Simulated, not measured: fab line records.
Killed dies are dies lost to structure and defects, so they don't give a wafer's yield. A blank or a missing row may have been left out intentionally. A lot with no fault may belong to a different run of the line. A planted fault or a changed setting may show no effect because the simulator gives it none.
Which tool is to blame?	flow berkeleyCmos170	15 lots, 45 wafers sampled, at 6 steps of a route of 331

## WHAT THE GAUGES READ, wafer by wafer
UCB170_M1_CD_MEAS_09: the cd target is 700 nm.
lot	measured	on	cdNm (nm)
L256	day 6 14:43	cdSem-01	699.3 700.8 700.2
L257	day 7 04:35	cdSem-02	697.8 696.9 697.7
L259	day 7 18:04	cdSem-01	700.2 700.1 701.0
L258	day 7 18:11	cdSem-02	699.0 699.4 699.4
L261	day 7 18:20	cdSem-02	700.3 699.4 700.7
L260	day 7 18:41	cdSem-01	698.6 699.0 697.9
L264	day 7 23:43	cdSem-02	697.7 697.3 697.7
L265	day 8 14:32	cdSem-02	699.4 699.9 700.5
L268	day 9 00:49	cdSem-01	700.6 700.3 701.6
L272	day 10 11:18	cdSem-02	697.9 697.0 697.5
L273	day 10 13:21	cdSem-02	700.2 699.0 701.3
L274	day 10 18:59	cdSem-02	698.3 699.8 700.5
L275	day 11 04:31	cdSem-01	699.0 697.9 697.4
L277	day 11 05:32	cdSem-01	697.0 698.4 696.6
L278	day 11 12:49	cdSem-02	700.2 699.7 698.7

UCB170_M1_CD_MEAS_90: the cd target is 700 nm.
lot	measured	on	cdNm (nm)
L256	day 6 15:19	cdSem-02	698.6 699.7 700.5
L257	day 7 05:01	cdSem-01	697.2 698.4 698.3
L259	day 7 18:29	cdSem-02	699.8 702.5 701.3
L258	day 7 18:37	cdSem-02	697.9 699.2 699.4
L261	day 7 18:46	cdSem-02	697.3 699.5 700.7
L260	day 7 19:07	cdSem-01	697.0 697.2 697.9
L264	day 8 00:09	cdSem-01	698.6 696.8 698.1
L265	day 8 14:58	cdSem-02	699.5 701.4 700.9
L268	day 9 01:14	cdSem-02	699.4 700.1 697.3
L272	day 10 11:44	cdSem-02	698.6 698.6 695.0
L273	day 10 13:47	cdSem-01	699.3 697.2 700.0
L274	day 10 19:25	cdSem-01	695.6 699.2 701.8
L275	day 11 04:57	cdSem-02	699.4 700.0 696.0
L277	day 11 05:58	cdSem-02	695.8 696.9 697.2
L278	day 11 13:14	cdSem-01	703.0 700.4 702.1

UCB170_V1_THK_MEAS_04.
lot	measured	on	V1_POLISHED_THK (nm)
L256	day 6 18:15	filmMetro-04	999.2 998.0 997.3
L257	day 7 09:18	filmMetro-03	1000.8 999.4 999.5
L259	day 7 22:55	filmMetro-03	1000.8 999.7 998.5
L258	day 7 23:13	filmMetro-01	1001.9 999.7 1000.4
L261	day 7 23:11	filmMetro-04	1000.0 999.7 1000.8
L260	day 7 23:30	filmMetro-03	999.4 999.4 998.4
L264	day 8 04:20	filmMetro-01	999.8 1001.7 1000.0
L265	day 8 19:03	filmMetro-03	998.5 998.8 997.8
L268	day 9 05:25	filmMetro-01	999.1 1001.3 999.0
L272	day 10 17:56	filmMetro-04	999.7 1001.0 1000.2
L273	day 10 18:13	filmMetro-01	1001.3 999.3 999.8
L274	day 11 01:20	filmMetro-03	999.6 999.3 997.9
L275	day 11 10:49	filmMetro-04	999.3 999.5 999.7
L277	day 11 10:49	filmMetro-03	998.5 1000.0 1001.0
L278	day 11 17:59	filmMetro-03	999.3 1000.0 997.7

UCB170_M2_RS_MEAS_02: measures by four-point-probe.
lot	measured	on	M2_AL_RS (ohm/sq)
L256	day 6 20:47	filmMetro-02	0.0324 0.0324 0.0321
L257	day 7 11:52	filmMetro-01	0.0326 0.0323 0.0324
L259	day 8 01:29	filmMetro-01	0.0325 0.0320 0.0323
L258	day 8 01:48	filmMetro-02	0.0322 0.0323 0.0321
L261	day 8 01:49	filmMetro-04	0.0329 0.0328 0.0326
L260	day 8 01:57	filmMetro-01	0.0323 0.0329 0.0329
L264	day 8 07:00	filmMetro-04	0.0326 0.0323 0.0325
L265	day 8 20:58	filmMetro-04	0.0328 0.0326 0.0323
L268	day 9 07:46	filmMetro-04	0.0324 0.0323 0.0324
L272	day 10 20:02	filmMetro-01	0.0319 0.0321 0.0318
L273	day 10 20:16	filmMetro-02	0.0334 0.0332 0.0334
L274	day 11 03:59	filmMetro-02	0.0332 0.0334 0.0337
L275	day 11 13:00	filmMetro-04	0.0338 0.0340 0.0337 0.0339 0.0339 0.0336
L277	day 11 12:57	filmMetro-01	0.0320 0.0316 0.0318
L278	day 11 19:47	filmMetro-01	0.0327 0.0326 0.0329

UCB170_M2_THK_MEAS_03: measures by xrf.
lot	measured	on	M2_AL_THK (nm)
L256	day 6 20:53	filmMetro-02	894 885 896
L257	day 7 11:59	filmMetro-01	881 893 888
L259	day 8 01:35	filmMetro-01	884 895 889
L258	day 8 01:54	filmMetro-02	889 892 884
L261	day 8 01:56	filmMetro-04	874 881 887
L260	day 8 02:04	filmMetro-01	892 872 870
L264	day 8 07:07	filmMetro-04	885 897 892
L265	day 8 21:05	filmMetro-04	881 886 892
L268	day 9 07:52	filmMetro-04	891 901 895
L272	day 10 20:07	filmMetro-01	904 898 911
L273	day 10 20:22	filmMetro-02	862 868 856
L274	day 11 04:05	filmMetro-02	870 862 856
L275	day 11 17:16	filmMetro-04	850 851 855 851 844 856
L277	day 11 13:04	filmMetro-01	901 909 902
L278	day 11 19:53	filmMetro-01	881 885 877

## TOOL THAT RAN EACH LOT (tool first, then ch and the chambers of the sampled wafers, then the start)
lot	UCB170_M2_SPUTTER_01
L256	pvdSputter-03, day 6 20:40
L257	pvdSputter-03, day 7 11:47
L259	pvdSputter-03, day 8 01:22
L258	pvdSputter-01, day 8 01:41
L261	pvdSputter-04, day 8 01:44
L260	pvdSputter-03, day 8 01:51
L264	pvdSputter-04, day 8 06:54
L265	pvdSputter-03, day 8 20:52
L268	pvdSputter-04, day 9 07:39
L272	pvdSputter-01, day 10 19:53
L273	pvdSputter-04, day 10 20:08
L274	pvdSputter-04, day 11 03:52
L275	pvdSputter-04, day 11 12:50
L277	pvdSputter-03, day 11 12:50
L278	pvdSputter-03, day 11 19:40
- UCB170_M2_SPUTTER_01: material Al, target thk 900 nm, time 120 s.

## WHAT THE TOOLS THEMSELVES READ (means of the sampled wafers that have a number; where no wafer has one, the mark that the record gives instead)
UCB170_M2_SPUTTER_01.
lot	tool	chamberPressurePa (Pa)	throttleValvePct (%)
L256	pvdSputter-03	0.5002	29.1
L257	pvdSputter-03	0.5014	29.8
L259	pvdSputter-03	0.4998	29.8
L258	pvdSputter-01	0.5001	30.2
L261	pvdSputter-04	0.5000	30.5
L260	pvdSputter-03	0.4989	29.4
L264	pvdSputter-04	0.4997	28.7
L265	pvdSputter-03	0.4994	29.0
L268	pvdSputter-04	0.4996	29.8
L272	pvdSputter-01	0.5009	29.9
L273	pvdSputter-04	0.5476	29.6
L274	pvdSputter-04	0.5464	27.5
L275	pvdSputter-04	0.5467	29.0
L277	pvdSputter-03	0.5000	29.2
L278	pvdSputter-03	0.5008	30.1

## THE ANSWER, worked out from the rows above alone
Rule: the lots themselves supply what counts as usual. Put in order of their means at a reading, lots are off if they are a third of the lots or fewer, leave a main group of 4 or more, and stand apart from it by a gap of 3 or more times the standard deviation of the main group's means; of several such gaps the widest counts. A main group is skipped when, at the precision printed for the reading in the tables above, its means are all equal. A lot without any number at a reading at which 4 lots or more have one is off too. Any other lot the step has rows for is counted as sound. Order of review: gauges by route order, followed by the tools' own readings, for which a lot's mean as printed above is used. At the first step where some lot is off, the reading lying furthest off is the one used; lots without a number count as furthest.
Off, at UCB170_M2_SPUTTER_01 on chamberPressurePa: L273, L274, L275. The main group has a mean of 0.5001 Pa with a standard deviation of 0.00066.
If a tool, at that step or one of the process steps before it, ran each lot that is off and ran no sound lot following the first of them, it fits. One fits: pvdSputter-04 at UCB170_M2_SPUTTER_01. A fault onset in the window from L268 (day 9 07:39, its last sound lot) to L273 (day 10 20:08, its first lot off) fits.
The tool's own readings at UCB170_M2_SPUTTER_01 bear it out: on the lots that are off they differ by more than 5 times the standard deviation of the sound lots' means. chamberPressurePa reads 0.5469 Pa there against 0.5001 Pa on the sound lots.

## WHAT THE SIMULATOR PUT IN
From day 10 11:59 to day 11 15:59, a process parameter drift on pvdSputter-04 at UCB170_M2_SPUTTER_01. The setting chamberPressurePa was moved by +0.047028, starting from 0.5. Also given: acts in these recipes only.
Struck lots among those shown: L273, L274, L275. The same result came from the rule above.
